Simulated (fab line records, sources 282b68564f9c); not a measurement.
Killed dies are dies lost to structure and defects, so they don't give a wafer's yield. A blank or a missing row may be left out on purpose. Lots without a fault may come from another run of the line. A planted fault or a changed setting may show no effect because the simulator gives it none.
Problem report in the 8D (eight disciplines) form, filled by code | flow rit_cmos | the parts of the form that need people (team, actions taken, sign-off) are left out

1. THE PROBLEM
killed_at_M0_to_M3 at RIT_M1_PROBE_99 reads a mean of 21.7 on 3 wafers of 2 lots; wafers without a fault read 0.0 with a standard deviation of 0.12. That is +99 or more standard deviations from the usual mean.
First seen on wafer L552.1, day 5 20:22, on prober-02. The record holds 42 wafers of 14 lots with a number at this step. Rule for "out", or "out of limits": more than 4 standard deviations from the usual mean. The other wafers with a number count as sound.

2. WHAT IT IS AND WHAT IT IS NOT
question                    | is                                                                                                                                           | is not
which readings at this step | killed_at_M0_to_M3, defect_limited_yield, killed_dies, killed_on_rim, sort_bin_3_pad_short, sort_bin_5_function, sort_n_pass, sort_yield_pct | killed_at_contacts, killed_at_front_end, killed_open, killed_short
which lots                  | L552, L555                                                                                                                                   | L541, L542, L543, L544, L545, L546, L550, L554, L559, L561, L562, L564
which wafers of those lots  | L552.1, L552.3, L555.6                                                                                                                       | L552.6, L555.1, L555.4
read on which tools         | prober-01, prober-02                                                                                                                         | -
when                        | from day 5 20:22                                                                                                                             | up to then (21 sound wafers); but 18 sound wafers of L552, L554, L555, L559, L561, L562, L564 came after

3. SUSPECTS, AND WHAT RULES EACH OUT
Counting: a tool at a process step up to the reading stays a suspect if it ran every lot that is out. Sound lots after the first of them don't rule it out here, since some wafers of a struck lot are sound.
- rie_metal-04 at RIT_M1_METAL_ETCH_12 (etches Al in Cl2/BCl3, stops on SiO2, time 165 s, target depth 600 nm): kept. It ran every lot that is out, first L552 (day 5 18:05); its last sound lot up to then is L546 (day 4 09:32).
- Within rie_metal-04 at RIT_M1_METAL_ETCH_12: the wafers that are out ran in chamber 0; their sound lot-mates ran in chamber 1.
Left after counting: rie_metal-04 at RIT_M1_METAL_ETCH_12.

4. THE CAUSE (what the simulator had put in)
Chamber particle source: rie_metal-04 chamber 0, from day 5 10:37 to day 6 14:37, at RIT_M1_METAL_ETCH_12. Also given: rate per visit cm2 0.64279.
Counting left only this tool.

5. THE CHAIN OF EFFECTS, in route order
Each row: a reading whose mean over the struck wafers that have a number lies more than 3 standard deviations from the usual. Only readings for which the record gives a usual standard deviation are gone through. hours: the time from each lot's start at the first step in this table that gives one to its start at this step, as a median over the lots. sigmas: the change in usual standard deviations.
hours | step            | reading              | usual  | on struck wafers | change | sigmas
0     | RIT_M1_PROBE_99 | defect_limited_yield | 97.4 % | 88.6             | -8.8   | -8.0
0     | RIT_M1_PROBE_99 | killed_at_M0_to_M3   | 0.0    | 21.7             | +21.7  | +99 or more
0     | RIT_M1_PROBE_99 | killed_dies          | 6.8    | 30.0             | +23.2  | +8.0
0     | RIT_M1_PROBE_99 | killed_on_rim        | 1.8    | 10.3             | +8.5   | +6.1
0     | RIT_M1_PROBE_99 | sort_bin_3_pad_short | 0.1 %  | 1.9              | +1.8   | +8.2
0     | RIT_M1_PROBE_99 | sort_bin_5_function  | 1.4 %  | 7.7              | +6.3   | +7.7
0     | RIT_M1_PROBE_99 | sort_n_pass          | 257.2  | 234.0            | -23.2  | -8.0
0     | RIT_M1_PROBE_99 | sort_yield_pct       | 97.4 % | 88.6             | -8.8   | -8.0
The process steps in it:
- RIT_M1_PROBE_99

6. WHAT WOULD HAVE CAUGHT IT SOONER
In this record the first reading out of limits was taken at day 5 20:22, 10 hours after the fault began at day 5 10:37.
Of the tool readings at RIT_M1_METAL_ETCH_12 for which the record gives a usual standard deviation, none was out on any struck wafer, so an alarm limit of 4 standard deviations on them would not have fired.
Of the lots that are out (2), L555 began RIT_M1_METAL_ETCH_12 on rie_metal-04 after day 5 20:22. A hold on the tool at that time would have spared it.
